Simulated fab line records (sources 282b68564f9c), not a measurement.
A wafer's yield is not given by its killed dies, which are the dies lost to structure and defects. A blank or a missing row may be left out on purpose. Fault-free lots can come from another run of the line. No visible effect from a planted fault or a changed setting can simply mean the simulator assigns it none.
fab line records	flow rit-cmos
record: lots: 14	wafers: 42	last-day: 7
route steps=202 shown PRETRO@65
lots untouched by any fault: they come from a run of this same line in which no faults occurred
start-h: hours from the record's opening day to when the first of the lot's shown wafers began	wait-h: hours from the lot's prior step to this one	" repeats the value in the row above	L1.1+2: several wafers, shown together as one row	- no value, or no start was given	* or withheld: withheld	< > ~ a bound
route shown NAME@n: NAME is a module with steps in the file, n the number in the route of the first one	usual: the fault-free wafers' mean and standard deviation	same: alike in all rows	chamber/n: place in a boat	sites: per-site readings	_std_site: the standard deviation of these	_edge_site: inner sites' mean taken away from outer sites' mean	radius-mm: for every site, how far away it sits from the centre of the wafer	mask NAME#n: copy n	behind: tool/chamber where the wafer was last shaped	hold: cause of the lot's hold/its duration in hours/its outcome	device: whichever transistor did not switch (one of n, p or np)	end of line: the route-end tests of the same wafers	a step without rows: its recipe alone	killed: dies that structure and defects cost at the first sort, which is not the same as the wafer's yield	map: a wafer's dies, marking killed ones x, the rest . and places with no die _
set.NAME: setting as actually run; set.NAME@STEP: the setting as run at that earlier step	model.NAME: the simulator's own value behind a step, which no gauge read
steps of the route over a sample of lots; a table a step, a row a wafer
== steps ==
step: RIT_PRETRO_COAT_01
recipe: resist: NOVOLAK	spin-rpm: 2000	resist-thk-nm: 1300
usual: spin-speed-rpm: 2000.2/1.2
lot.wafer	tool	chamber	start-h	wait-h	spin-speed-rpm
L236.4	litho-track-01	0	31.33	0.1	2000.0
L236.5	"	0	"	"	1998.8
L236.6	"	0	"	"	1999.4
L237.2	litho-track-03	0	34.85	0.1	1999.9
L237.3	"	0	"	"	2000.1
L237.5	"	0	"	"	2000.0
L238.1	litho-track-03	0	41.79	0.1	1999.2
L238.3	"	0	"	"	2001.6
L238.5	"	0	"	"	1999.8
L239.1	litho-track-01	0	45.20	0.1	2000.4
L239.2	"	0	"	"	1999.5
L239.6	"	0	"	"	1998.6
L240.2	litho-track-03	0	50.69	0.1	2000.1
L240.5	"	0	"	"	2001.3
L240.6	"	0	"	"	1999.0
L241.1	litho-track-03	0	55.25	0.1	1997.4
L241.4	"	0	"	"	1998.0
L241.6	"	0	"	"	1998.6
L242.1	litho-track-01	0	62.02	0.1	2001.1
L242.2	"	0	"	"	2000.4
L242.5	"	0	"	"	1998.9
L244.4	litho-track-01	0	71.65	0.1	2000.3
L244.5	"	0	"	"	2000.5
L244.6	"	0	"	"	1999.9
L245.2	litho-track-01	0	75.60	0.1	2000.2
L245.5	"	0	"	"	2001.9
L245.6	"	0	"	"	1998.4
L246.4	litho-track-03	0	81.96	0.1	2001.8
L246.5	"	0	"	"	2000.3
L246.6	"	0	"	"	2001.5
L248.3	litho-track-01	0	94.13	0.1	2002.2
L248.4	"	0	"	"	2000.4
L248.5	"	0	"	"	2001.0
L250.1	litho-track-01	0	104.08	0.1	1999.8
L250.3	"	0	"	"	2000.0
L250.4	"	0	"	"	2000.1
L253.2	litho-track-01	0	117.20	0.1	1380.0
L253.5	"	0	"	"	1380.3
L253.6	"	0	"	"	1380.2
L258.3	litho-track-01	0	144.29	0.1	1380.8
L258.4	"	0	"	"	1379.9
L258.6	"	0	"	"	1379.6
== key ==
first-sign: step: RIT_PRETRO_COAT_01	reading: spin-speed-rpm	direction: down	sigmas: 99+	usual: 2000.2	struck: 1380.1
effect none on later readings
met-at RIT_PRETRO_COAT_01
struck-lots L253,L258
tester-left-out L253,L258
onset-between 104.08 117.20
fault: kind: process-parameter-drift	tool: litho-track-01	chamber: -	onset-h: 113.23	steps: RIT_PRETRO_COAT_01	channel: spin-rpm	offset: -619.57	shape: step	end-h: 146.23	acts-in: these-recipes-only	stated: 2000
tester-left-out: of these lots the tester's yield and bins aren't shown, on N5 and GAA mostly nor the transistor test; their killed dies are dies lost to structure and defects alone, not to doping, threshold or leakage, so they don't give the yield
